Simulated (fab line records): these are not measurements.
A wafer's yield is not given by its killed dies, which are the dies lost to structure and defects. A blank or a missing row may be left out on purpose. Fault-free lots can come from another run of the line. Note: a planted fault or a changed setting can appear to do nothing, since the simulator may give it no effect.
fab line records -- flow berkeleyCmos170 -- part 2 of 2: steps 28 to 39 of 39
record: lots: 5, wafers: 15, lastDay: 13
route steps=331 shown NSD@194 BACKSIDE@199 SDANNEAL@204 PSD@206 PLDD@208 NLDD@209 SILICIDE@210 CONTACT@216
lots that met no fault: taken from a fault-free run of the same line
startH: hours from the record's opening day to when the first of the lot's shown wafers began -- waitH: time in hours since the lot's previous step -- " unchanged from the row above -- L1.1+2: one row covering several wafers at once -- - no value present, or no start provided -- * or withheld: withheld -- < > ~ a bound
route shown NAME@n: a module of which the file shows steps, and the number in the route of the first -- usual: the fault-free wafers' mean and standard deviation -- same: alike in all rows -- chamber/n: place in a boat -- sites: the reading at each site -- _std_site: standard deviation across them -- _edge_site: outer sites' mean less inner sites' -- radiusMm: for every site, how far away it sits from the centre of the wafer -- mask NAME#n: copy n -- behind: the last tool/chamber to shape the wafer -- hold: why the lot was held/for how many hours/how that ended -- device: names the non-switching transistor (n, p or np) -- end of line: tests run on the same wafers once the route is complete -- a step given without rows: its recipe and nothing more -- killed: dies lost to structure and defects at the first sort, not the wafer's yield -- map: shows each die of a wafer: x if killed, . if not, _ if none is there
set.NAME: the setting the step ran with; set.NAME@STEP: the setting that earlier step ran with -- model.NAME: the simulator's own value behind a step, which no gauge read
certain route steps with their lots: each step a table, each wafer a row
services: when a tool's chamber went out of use (startH, in hours from the record's first day, below 0 if earlier), for how many hours, and the reason
== steps ==
step: UCB170_CONTACT_SOFTBAKE_05
recipe: resist: KrF, tempC: 130, timeS: 60
usual: plateTempC: 130.00/0.17
same: timeS: 60
lot.wafer,tool,chamber,startH,waitH,plateTempC
L083.1,lithoTrack-03,0,188.19,0.1,129.89
L083.2,lithoTrack-03,0,188.19,0.1,129.80
L083.5,lithoTrack-03,0,188.19,0.1,129.93
L085.1,lithoTrack-03,0,212.25,0.1,130.15
L085.2,lithoTrack-03,0,212.25,0.1,130.13
L085.4,lithoTrack-03,0,212.25,0.1,130.17
L090.2,lithoTrack-01,0,230.12,0.1,129.85
L090.5,lithoTrack-01,0,230.12,0.1,129.89
L090.6,lithoTrack-01,0,230.12,0.1,130.11
L095.2,lithoTrack-03,0,255.49,0.1,129.81
L095.3,lithoTrack-03,0,255.49,0.1,129.77
L095.4,lithoTrack-03,0,255.49,0.1,129.83
L097.2,lithoTrack-04,0,272.66,0.1,129.77
L097.4,lithoTrack-04,0,272.66,0.1,129.91
L097.5,lithoTrack-04,0,272.66,0.1,129.99
step: UCB170_CONTACT_STRIP_06
recipe: chemistry: O2, powerW: 400, pressureMtorr: 3500, platenTempC: withheld, o2FlowSccm: 400, overashFraction: 0.5
usual: chamberPressureMTorr: 3500/3.1, drypumpMotorCurrentA: 5.7/0.59, oesProductAu: 0.735/0.0045, stripTimeToEndpointS: 21.97/0.056
lot.wafer,tool,chamber,startH,waitH,chamberPressureMTorr,drypumpMotorCurrentA,oesProductAu,rfHoursCounterH,stripTimeToEndpointS
L083.1,plasmaAsher-02,1,188.34,0.1,3503,5.5,0.738,44,22.05
L083.2,plasmaAsher-02,0,188.34,0.1,3499,5.2,0.739,44,22.04
L083.5,plasmaAsher-02,0,188.34,0.1,3499,5.2,0.743,-,22.09
L085.1,plasmaAsher-03,1,212.40,0.1,3505,6.0,0.741,45,22.01
L085.2,plasmaAsher-03,0,212.40,0.1,3505,6.3,0.734,45,21.97
L085.4,plasmaAsher-03,0,212.40,0.1,3500,6.3,0.735,-,21.94
L090.2,plasmaAsher-03,1,230.25,0.1,3502,6.0,0.735,46,21.96
L090.5,plasmaAsher-03,0,230.25,0.1,3503,6.3,0.730,-,22.02
L090.6,plasmaAsher-03,1,230.25,0.1,3499,6.0,0.739,-,22.01
L095.2,plasmaAsher-02,1,255.61,0.1,3503,5.4,0.742,51,22.06
L095.3,plasmaAsher-02,1,255.61,0.1,3496,5.4,0.734,-,22.05
L095.4,plasmaAsher-02,0,255.61,0.1,3500,5.3,0.735,-,22.02
L097.2,plasmaAsher-02,0,272.78,0.1,3500,5.2,0.738,53,21.87
L097.4,plasmaAsher-02,1,272.78,0.1,3496,5.4,0.729,-,21.95
L097.5,plasmaAsher-02,1,272.78,0.1,3498,5.4,0.742,-,21.88
step: UCB170_CONTACT_CLEAN_07
recipe: chemistry: SPM, tempC: 120, timeS: 600
same: timeS: 600
lot.wafer,tool,chamber,startH,waitH
L083.1+2+5,wetBench-04,3,188.44,0.1
L085.1+2+4,wetBench-01,0,212.50,0.1
L090.2+5+6,wetBench-04,2,230.35,0.1
L095.2+3+4,wetBench-04,0,255.74,0.1
L097.2+4+5,wetBench-04,0,273.18,0.4
step: UCB170_CONTACT_RTA_08
recipe: tempC: 900, timeS: 10, ambient: N2
usual: lampPowerPct: 24.51/0.069, wafer_temp_C_max: 904.3/0.83
same: timeS: 10
lot.wafer,tool,chamber,startH,waitH,lampPowerPct,wafer_temp_C_max
L083.1,rtpAnneal-01,0,188.79,0.0,24.43,905.5
L083.2,rtpAnneal-01,0,188.79,0.0,24.39,903.6
L083.5,rtpAnneal-01,0,188.79,0.0,24.43,903.4
L085.1,rtpAnneal-02,0,212.67,0.0,24.54,904.8
L085.2,rtpAnneal-02,0,212.67,0.0,24.56,903.9
L085.4,rtpAnneal-02,0,212.67,0.0,24.54,903.5
L090.2,rtpAnneal-02,0,230.55,0.0,24.54,902.9
L090.5,rtpAnneal-02,0,230.55,0.0,24.58,902.6
L090.6,rtpAnneal-02,0,230.55,0.0,24.58,905.4
L095.2,rtpAnneal-02,0,255.93,0.0,24.54,904.6
L095.3,rtpAnneal-02,0,255.93,0.0,24.53,904.2
L095.4,rtpAnneal-02,0,255.93,0.0,24.58,904.0
L097.2,rtpAnneal-01,0,273.37,0.0,24.44,904.7
L097.4,rtpAnneal-01,0,273.37,0.0,24.44,904.3
L097.5,rtpAnneal-01,0,273.37,0.0,24.43,905.3
step: UCB170_CONTACT_COAT_09
recipe: resist: BARC, tempC: withheld, timeS: withheld, spinRpm: 3000, resistThkNm: withheld
lot.wafer,tool,chamber,startH,waitH
L083.1+2+5,lithoTrack-01,0,188.93,0.1
L085.1+2+4,lithoTrack-01,0,212.74,0.1
L090.2+5+6,lithoTrack-01,0,230.72,0.2
L095.2+3+4,lithoTrack-03,0,256.54,0.6
L097.2+4+5,lithoTrack-04,0,273.63,0.3
step: UCB170_CONTACT_COAT_10
recipe: resist: KrF, spinRpm: 1500, resistThkNm: 900
lot.wafer,tool,chamber,startH,waitH
L083.1+2+5,lithoTrack-01,0,-,-
L085.1+2+4,lithoTrack-01,0,-,-
L090.2+5+6,lithoTrack-01,0,-,-
L095.2+3+4,lithoTrack-03,0,-,-
L097.2+4+5,lithoTrack-04,0,-,-
step: UCB170_CONTACT_SOFTBAKE_11
recipe: resist: KrF, tempC: 130, timeS: 60
usual: plateTempC: 130.01/0.14
same: timeS: 60
lot.wafer,tool,chamber,startH,waitH,plateTempC
L083.1,lithoTrack-01,0,-,-,130.03
L083.2,lithoTrack-01,0,-,-,130.05
L083.5,lithoTrack-01,0,-,-,130.25
L085.1,lithoTrack-01,0,-,-,129.91
L085.2,lithoTrack-01,0,-,-,130.06
L085.4,lithoTrack-01,0,-,-,130.09
L090.2,lithoTrack-01,0,-,-,130.19
L090.5,lithoTrack-01,0,-,-,129.83
L090.6,lithoTrack-01,0,-,-,130.09
L095.2,lithoTrack-03,0,-,-,129.79
L095.3,lithoTrack-03,0,-,-,129.80
L095.4,lithoTrack-03,0,-,-,129.78
L097.2,lithoTrack-04,0,-,-,130.05
L097.4,lithoTrack-04,0,-,-,130.13
L097.5,lithoTrack-04,0,-,-,130.21
step: UCB170_CONTACT_EXPOSE_12
recipe: maskId: CONT, targetCdNm: 700, na: 0.5, sigmaOuter: 0.6, sourceShape: conventional, doseMj: 35
lot.wafer,tool,chamber,startH,waitH,mask
L083.1+2+5,krfScanner-01,0,189.38,-,CONT#0
L085.1+2+4,krfScanner-02,0,213.31,-,CONT#0
L090.2+5+6,krfScanner-01,0,231.17,-,CONT#0
L095.2+3+4,krfScanner-02,0,256.98,-,CONT#0
L097.2+4+5,krfScanner-01,0,274.20,-,CONT#0
step: UCB170_CONTACT_PEB_13
recipe: pebTempC: 130, pebTimeS: withheld, resist: KrF
usual: plateTempC: 129.99/0.13
lot.wafer,tool,chamber,startH,waitH,plateTempC
L083.1,lithoTrack-04,0,189.49,0.1,129.98
L083.2,lithoTrack-04,0,189.49,0.1,130.02
L083.5,lithoTrack-04,0,189.49,0.1,129.85
L085.1,lithoTrack-03,0,213.43,0.1,129.95
L085.2,lithoTrack-03,0,213.43,0.1,129.91
L085.4,lithoTrack-03,0,213.43,0.1,129.82
L090.2,lithoTrack-01,0,231.45,0.3,129.90
L090.5,lithoTrack-01,0,231.45,0.3,129.90
L090.6,lithoTrack-01,0,231.45,0.3,130.06
L095.2,lithoTrack-01,0,257.64,0.6,130.12
L095.3,lithoTrack-01,0,257.64,0.6,130.01
L095.4,lithoTrack-01,0,257.64,0.6,129.87
L097.2,lithoTrack-04,0,274.53,0.3,130.15
L097.4,lithoTrack-04,0,274.53,0.3,129.97
L097.5,lithoTrack-04,0,274.53,0.3,130.11
step: UCB170_CONTACT_DEVELOP_14
recipe: developer: TMAH, developTimeS: 45, resist: KrF, devTempC: 21
lot.wafer,tool,chamber,startH,waitH
L083.1+2+5,lithoTrack-04,0,-,-
L085.1+2+4,lithoTrack-03,0,-,-
L090.2+5+6,lithoTrack-01,0,-,-
L095.2+3+4,lithoTrack-01,0,-,-
L097.2+4+5,lithoTrack-04,0,-,-
step: UCB170_CONTACT_CD_MEAS_15
recipe: targetCdNm: 700
usual: cdNm: 700.0/1.7
lot.wafer,tool,chamber,startH,waitH,cdNm
L083.1,cdSem-02,-,189.77,-,700.8
L083.2,cdSem-02,-,189.77,-,700.8
L083.5,cdSem-02,-,189.77,-,700.3
L085.1,cdSem-01,-,213.71,-,697.3
L085.2,cdSem-01,-,213.71,-,699.9
L085.4,cdSem-01,-,213.71,-,697.6
L090.2,cdSem-02,-,231.72,-,700.8
L090.5,cdSem-02,-,231.72,-,701.6
L090.6,cdSem-02,-,231.72,-,701.5
L095.2,cdSem-02,-,257.91,-,701.8
L095.3,cdSem-02,-,257.91,-,700.9
L095.4,cdSem-02,-,257.91,-,700.5
L097.2,cdSem-01,-,274.80,-,700.4
L097.4,cdSem-01,-,274.80,-,700.2
L097.5,cdSem-01,-,274.80,-,700.0
step: UCB170_CONTACT_OVL_MEAS_16
usual: CONTACT_OVL: -3/4.8
lot.wafer,tool,chamber,startH,waitH,CONTACT_OVL[nm]
L083.1,overlay-01,-,189.89,0.1,-8
L083.2,overlay-01,-,189.89,0.1,-14
L083.5,overlay-01,-,189.89,0.1,-3
L085.1,overlay-02,-,213.83,0.1,1
L085.2,overlay-02,-,213.83,0.1,3
L085.4,overlay-02,-,213.83,0.1,-6
L090.2,overlay-02,-,231.83,0.1,-4
L090.5,overlay-02,-,231.83,0.1,-5
L090.6,overlay-02,-,231.83,0.1,-7
L095.2,overlay-02,-,258.02,0.1,-4
L095.3,overlay-02,-,258.02,0.1,6
L095.4,overlay-02,-,258.02,0.1,1
L097.2,overlay-02,-,274.91,0.1,-4
L097.4,overlay-02,-,274.91,0.1,3
L097.5,overlay-02,-,274.91,0.1,-9
== services ==
tool,chamber,startH,hours,kind
krfScanner-01,-,158.27,1.0,pm
krfScanner-01,-,159.27,1.3,pm
implanter-02,-,161.43,3.1,repair
implanter-02,-,161.94,2.4,repair
implanter-01,-,170.14,2.5,repair
krfScanner-02,-,175.88,4.0,pm
pvdSputter-03,-,196.88,2.0,repair
krfScanner-02,-,208.10,2.6,repair
krfScanner-02,-,210.73,1.0,pm
implanter-03,-,211.48,9.3,pm
krfScanner-01,-,214.60,0.8,pm
plasmaAsher-03,-,219.91,0.7,repair
pvdSputter-02,-,220.33,9.2,repair
lpcvd-02,-,221.37,2.8,pm
krfScanner-02,-,230.31,3.6,repair
krfScanner-02,-,235.61,1.9,repair
krfScanner-01,-,238.18,3.6,pm
krfScanner-02,-,241.11,0.1,repair
krfScanner-02,0,244.08,-,calibration
krfScanner-02,-,244.23,1.3,pm
implanter-03,-,258.13,4.0,repair
implanter-01,-,268.79,25.0,pm
krfScanner-02,-,269.03,0.8,pm
krfScanner-02,-,273.04,0.6,repair
